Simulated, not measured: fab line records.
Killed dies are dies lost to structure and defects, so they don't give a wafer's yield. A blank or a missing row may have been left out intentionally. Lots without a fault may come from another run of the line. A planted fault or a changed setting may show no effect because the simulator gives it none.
Split-lot experiment :: flow rit cmos :: 5 lots, 23 wafers read, on a route of 202 steps

## ON THE SPLIT
At RIT_PRETRO_COAT_01 (resist thk 1300 nm), the setting resist thk nm was moved away from the recipe's 1300 nm on 7 of the 23 wafers read, by -4.9% to -3.5%. For the rest of the wafers, this setting stayed at what the recipe calls for.

## FROM THE SPLIT TO THE READING: what the file shows between them, 3 steps
- RIT_PRETRO_SOFTBAKE_02: time 60 s
- RIT_PRETRO_EXPOSE_03: exposes mask M5, target cd 43700 nm
- RIT_PRETRO_DEVELOP_05: develop time 68 s

## THE READING
NOVOLAK_of_PRETRO_COAT_01.thk nm (the simulator's own value, which no gauge read), in nm, at RIT_PRETRO_HARDBAKE_07 (time 120 s). The file does not state a usual value for it. Across the 16 wafers here that went through the recipe, the average is 1137 nm and the standard deviation 3.5 nm.

wafer: L074.1
tool, chamber at the split: litho track-04, 0
resist thk nm as run, nm: 1300
against the recipe: recipe
NOVOLAK_of_PRETRO_COAT_01.thk nm, nm: 1136
against lot-mates on the recipe: -

wafer: L074.2
tool, chamber at the split: litho track-04, 0
resist thk nm as run, nm: 1300
against the recipe: recipe
NOVOLAK_of_PRETRO_COAT_01.thk nm, nm: 1136
against lot-mates on the recipe: -

wafer: L074.4
tool, chamber at the split: litho track-04, 0
resist thk nm as run, nm: 1300
against the recipe: recipe
NOVOLAK_of_PRETRO_COAT_01.thk nm, nm: 1134
against lot-mates on the recipe: -

wafer: L074.5
tool, chamber at the split: litho track-04, 0
resist thk nm as run, nm: 1300
against the recipe: recipe
NOVOLAK_of_PRETRO_COAT_01.thk nm, nm: 1137
against lot-mates on the recipe: -

wafer: L074.6
tool, chamber at the split: litho track-04, 0
resist thk nm as run, nm: 1300
against the recipe: recipe
NOVOLAK_of_PRETRO_COAT_01.thk nm, nm: 1137
against lot-mates on the recipe: -

wafer: L076.1
tool, chamber at the split: litho track-01, 0
resist thk nm as run, nm: 1300
against the recipe: recipe
NOVOLAK_of_PRETRO_COAT_01.thk nm, nm: 1141
against lot-mates on the recipe: -

wafer: L076.2
tool, chamber at the split: litho track-01, 0
resist thk nm as run, nm: 1300
against the recipe: recipe
NOVOLAK_of_PRETRO_COAT_01.thk nm, nm: 1142
against lot-mates on the recipe: -

wafer: L076.3
tool, chamber at the split: litho track-01, 0
resist thk nm as run, nm: 1254
against the recipe: -3.5%
NOVOLAK_of_PRETRO_COAT_01.thk nm, nm: 1103
against lot-mates on the recipe: -39

wafer: L076.5
tool, chamber at the split: litho track-01, 0
resist thk nm as run, nm: 1300
against the recipe: recipe
NOVOLAK_of_PRETRO_COAT_01.thk nm, nm: 1143
against lot-mates on the recipe: -

wafer: L076.6
tool, chamber at the split: litho track-01, 0
resist thk nm as run, nm: 1254
against the recipe: -3.5%
NOVOLAK_of_PRETRO_COAT_01.thk nm, nm: 1101
against lot-mates on the recipe: -41

wafer: L077.3
tool, chamber at the split: litho track-03, 0
resist thk nm as run, nm: 1300
against the recipe: recipe
NOVOLAK_of_PRETRO_COAT_01.thk nm, nm: 1139
against lot-mates on the recipe: -

wafer: L077.4
tool, chamber at the split: litho track-03, 0
resist thk nm as run, nm: 1300
against the recipe: recipe
NOVOLAK_of_PRETRO_COAT_01.thk nm, nm: 1140
against lot-mates on the recipe: -

wafer: L077.5
tool, chamber at the split: litho track-03, 0
resist thk nm as run, nm: 1300
against the recipe: recipe
NOVOLAK_of_PRETRO_COAT_01.thk nm, nm: 1137
against lot-mates on the recipe: -

wafer: L079.1
tool, chamber at the split: litho track-03, 0
resist thk nm as run, nm: 1300
against the recipe: recipe
NOVOLAK_of_PRETRO_COAT_01.thk nm, nm: 1134
against lot-mates on the recipe: -

wafer: L079.2
tool, chamber at the split: litho track-03, 0
resist thk nm as run, nm: 1236
against the recipe: -4.9%
NOVOLAK_of_PRETRO_COAT_01.thk nm, nm: 1081
against lot-mates on the recipe: -52

wafer: L079.3
tool, chamber at the split: litho track-03, 0
resist thk nm as run, nm: 1236
against the recipe: -4.9%
NOVOLAK_of_PRETRO_COAT_01.thk nm, nm: 1080
against lot-mates on the recipe: -53

wafer: L079.5
tool, chamber at the split: litho track-03, 0
resist thk nm as run, nm: 1236
against the recipe: -4.9%
NOVOLAK_of_PRETRO_COAT_01.thk nm, nm: 1080
against lot-mates on the recipe: -53

wafer: L079.6
tool, chamber at the split: litho track-03, 0
resist thk nm as run, nm: 1300
against the recipe: recipe
NOVOLAK_of_PRETRO_COAT_01.thk nm, nm: 1132
against lot-mates on the recipe: -

wafer: L084.1
tool, chamber at the split: litho track-04, 0
resist thk nm as run, nm: 1255
against the recipe: -3.5%
NOVOLAK_of_PRETRO_COAT_01.thk nm, nm: 1096
against lot-mates on the recipe: -36

wafer: L084.2
tool, chamber at the split: litho track-04, 0
resist thk nm as run, nm: 1255
against the recipe: -3.5%
NOVOLAK_of_PRETRO_COAT_01.thk nm, nm: 1097
against lot-mates on the recipe: -35

wafer: L084.4
tool, chamber at the split: litho track-04, 0
resist thk nm as run, nm: 1300
against the recipe: recipe
NOVOLAK_of_PRETRO_COAT_01.thk nm, nm: 1133
against lot-mates on the recipe: -

wafer: L084.5
tool, chamber at the split: litho track-04, 0
resist thk nm as run, nm: 1300
against the recipe: recipe
NOVOLAK_of_PRETRO_COAT_01.thk nm, nm: 1132
against lot-mates on the recipe: -

wafer: L084.6
tool, chamber at the split: litho track-04, 0
resist thk nm as run, nm: 1300
against the recipe: recipe
NOVOLAK_of_PRETRO_COAT_01.thk nm, nm: 1132
against lot-mates on the recipe: -

FIT RESULTS
A straight line over all 23 wafers: NOVOLAK_of_PRETRO_COAT_01.thk nm changes by +11.1 nm for each +1% of resist thk nm; r = +0.99; the points scatter about the line by 3.5 nm.
The same after taking each lot's own level away (the mean of its wafers on the recipe; 23 wafers): +10.8 nm for each +1%; r = +1.00; scatter 1.2 nm.
Per that fit: largest resist thk nm move, reading shift of 53 nm.
The lots' own levels span 1132.3 to 1142.0 nm, that is 2.7 times the standard deviation above.
Consequently the slope shifts little with the lot-to-lot level, the two slopes agreeing.
Check: -53.2 nm against its lot-mates is what the line predicts for one of the wafers moved furthest among these (-4.9%) when that wafer is left out of the fit. Against them it came out at -52 nm.

## FURTHER SPLITS ON THESE WAFERS
These wafers also went through other splits before the reading. Each is held against what the fit with the lots' levels taken away leaves over:
other split on the same wafers: RIT_ACTIVE_OXIDATION_01 temp c
wafers away from the commonest value: 15
r with NOVOLAK_of_PRETRO_COAT_01.thk nm (lot level and that fit taken away): +0.07

other split on the same wafers: RIT_ACTIVE_CVD_03 nh3 flow sccm
wafers away from the commonest value: 18
r with NOVOLAK_of_PRETRO_COAT_01.thk nm (lot level and that fit taken away): +0.03

other split on the same wafers: RIT_ACTIVE_DEVELOP_10 develop time s
wafers away from the commonest value: 8
r with NOVOLAK_of_PRETRO_COAT_01.thk nm (lot level and that fit taken away): +0.15

other split on the same wafers: RIT_NWELL_IMPLANT_08 energy kev
wafers away from the commonest value: 6
r with NOVOLAK_of_PRETRO_COAT_01.thk nm (lot level and that fit taken away): +0.02

other split on the same wafers: RIT_PWELL_COAT_01 resist thk nm
wafers away from the commonest value: 8
r with NOVOLAK_of_PRETRO_COAT_01.thk nm (lot level and that fit taken away): +0.15

other split on the same wafers: RIT_PWELL_SOFTBAKE_02 temp c
wafers away from the commonest value: 9
r with NOVOLAK_of_PRETRO_COAT_01.thk nm (lot level and that fit taken away): -0.12

## THE WHOLE CHAIN: every reading that the file lists as answering this split, in the file's order
step: RIT_PRETRO_COAT_01
what it does: resist thk 1300 nm
reading: NOVOLAK_of_PRETRO_COAT_01.thk nm (the simulator's own value, which no gauge read)
change (the file's fit): +12.5 nm for each +1% of the setting
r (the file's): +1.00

step: RIT_PRETRO_HARDBAKE_07
what it does: time 120 s
reading: NOVOLAK_of_PRETRO_COAT_01.thk nm (the simulator's own value, which no gauge read)
change (the file's fit): +10.8 nm for each +1% of the setting
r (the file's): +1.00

## THE FILE'S OWN FIT
NOVOLAK_of_PRETRO_COAT_01.thk nm changes by +10.8 nm for each +1% of resist thk nm, r = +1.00.
